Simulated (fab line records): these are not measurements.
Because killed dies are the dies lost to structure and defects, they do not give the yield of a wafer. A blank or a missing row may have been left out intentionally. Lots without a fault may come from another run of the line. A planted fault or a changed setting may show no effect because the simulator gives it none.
Which of the tools did it? | flow rit-cmos | Sampling: 14 lots, 42 wafers, 2 of 202 route steps

WHAT EACH GAUGE READ, for each wafer
RIT_GATE_THK_MEAS_09. Usual: GATE_POLY_THK 249.7 nm, standard deviation 2.1.
lot  | measured    | on            | GATE_POLY_THK (nm) | flag
L793 | day 2 20:53 | film-metro-03 | 252.1 251.3 249.3  |
L794 | day 2 22:12 | film-metro-04 | 249.7 250.1 249.9  |
L795 | day 3 02:42 | film-metro-04 | 245.4 245.5 244.2  |
L798 | day 3 14:28 | film-metro-01 | 220.6 219.4 220.8  | OFF
L800 | day 3 22:19 | film-metro-03 | 214.0 212.8 215.0  | OFF
L801 | day 4 04:05 | film-metro-04 | 253.8 249.6 252.8  |
L806 | day 5 03:59 | film-metro-01 | 251.7 250.8 252.6  |
L808 | day 5 13:43 | film-metro-01 | 250.8 249.2 248.3  |
L809 | day 5 19:19 | film-metro-01 | 249.0 251.3 249.6  |
L811 | day 6 05:01 | film-metro-04 | 252.5 252.0 252.7  |
L812 | day 6 10:09 | film-metro-03 | 248.9 250.6 248.5  |
L814 | day 6 20:19 | film-metro-03 | 251.2 250.5 250.7  |
L815 | day 7 01:19 | film-metro-04 | 249.6 248.3 249.3  |
L816 | day 7 06:28 | film-metro-01 | 250.4 249.7 248.2  |

EACH LOT AND THE TOOL THAT RAN IT (in order: tool; ch and the chambers of the sampled wafers; start)
lot  | RIT_GATE_CVD_08
L793 | lpcvd-01 ch 1, day 2 19:16
L794 | lpcvd-02 ch 0, day 2 20:35
L795 | lpcvd-02 ch 0, day 3 00:16
L798 | lpcvd-02 ch 1, day 3 12:49
L800 | lpcvd-02 ch 1, day 3 20:43
L801 | lpcvd-01 ch 1, day 4 02:27
L806 | lpcvd-01 ch 1, day 5 02:22
L808 | lpcvd-01 ch 1, day 5 12:05
L809 | lpcvd-01 ch 1, day 5 17:41
L811 | lpcvd-01 ch 0, day 6 03:23
L812 | lpcvd-01 ch 0, day 6 08:32
L814 | lpcvd-02 ch 1, day 6 18:41
L815 | lpcvd-02 ch 1, day 6 23:42
L816 | lpcvd-01 ch 0, day 7 04:51
- RIT_GATE_CVD_08: deposits poly-Si from SiH4, target thk 250 nm, time 2220 s.

WHAT THE TOOLS THEMSELVES READ (means of the sampled wafers that have a number; where no wafer has one, the mark that the record gives instead)
RIT_GATE_CVD_08. Usual: spike-tc-centre-C 611.9 C, standard deviation 1.4; spike-tc-source-C 631.1 C, standard deviation 2.5; susceptor-temp-C 609.97 C, standard deviation 0.23.
lot  | tool     | spike-tc-centre-C (C) | spike-tc-source-C (C) | susceptor-temp-C (C) | flag
L793 | lpcvd-01 | 612.0                 | 630.5                 | 609.97               |
L794 | lpcvd-02 | 614.0                 | 635.1                 | 610.00               |
L795 | lpcvd-02 | 613.3                 | 634.4                 | 609.98               |
L798 | lpcvd-02 | 605.5                 | 622.3                 | 604.44               | OFF
L800 | lpcvd-02 | 605.7                 | 622.0                 | 604.40               | OFF
L801 | lpcvd-01 | 611.2                 | 631.3                 | 610.19               |
L806 | lpcvd-01 | 613.4                 | 631.2                 | 610.01               |
L808 | lpcvd-01 | 613.2                 | 631.0                 | 609.85               |
L809 | lpcvd-01 | 612.3                 | 631.7                 | 609.72               |
L811 | lpcvd-01 | 611.2                 | 631.0                 | 609.93               |
L812 | lpcvd-01 | 611.5                 | 631.1                 | 610.20               |
L814 | lpcvd-02 | 611.6                 | 626.8                 | 610.19               |
L815 | lpcvd-02 | 612.1                 | 628.1                 | 609.66               |
L816 | lpcvd-01 | 611.3                 | 631.1                 | 609.89               |

THE ANSWER, worked out from the rows above alone
Rule: lot off if the mean of its wafers having a number is beyond 3 standard deviations from the usual mean. Also off: a lot with no number at a reading for which 4 or more lots have one. Where the step has rows for the other lots, those lots are counted as sound. First the gauges in route order, then the tools' own readings, where a lot's mean is used as printed above. At the first step where some lot is off, the reading lying furthest off is the one used; lots without a number count as furthest.
Off: L798, L800, at RIT_GATE_THK_MEAS_09 (GATE_POLY_THK).
A tool fits if, at a process step before that reading, it ran every lot that is off, and no sound lot after the first of them. Not tried: the gauges at RIT_GATE_THK_MEAS_09; whatever is off there is also off at RIT_GATE_CVD_08, on other tools, and gauge error can't account for it. No candidate that was tried fits.

WHAT WAS PUT IN BY THE SIMULATOR
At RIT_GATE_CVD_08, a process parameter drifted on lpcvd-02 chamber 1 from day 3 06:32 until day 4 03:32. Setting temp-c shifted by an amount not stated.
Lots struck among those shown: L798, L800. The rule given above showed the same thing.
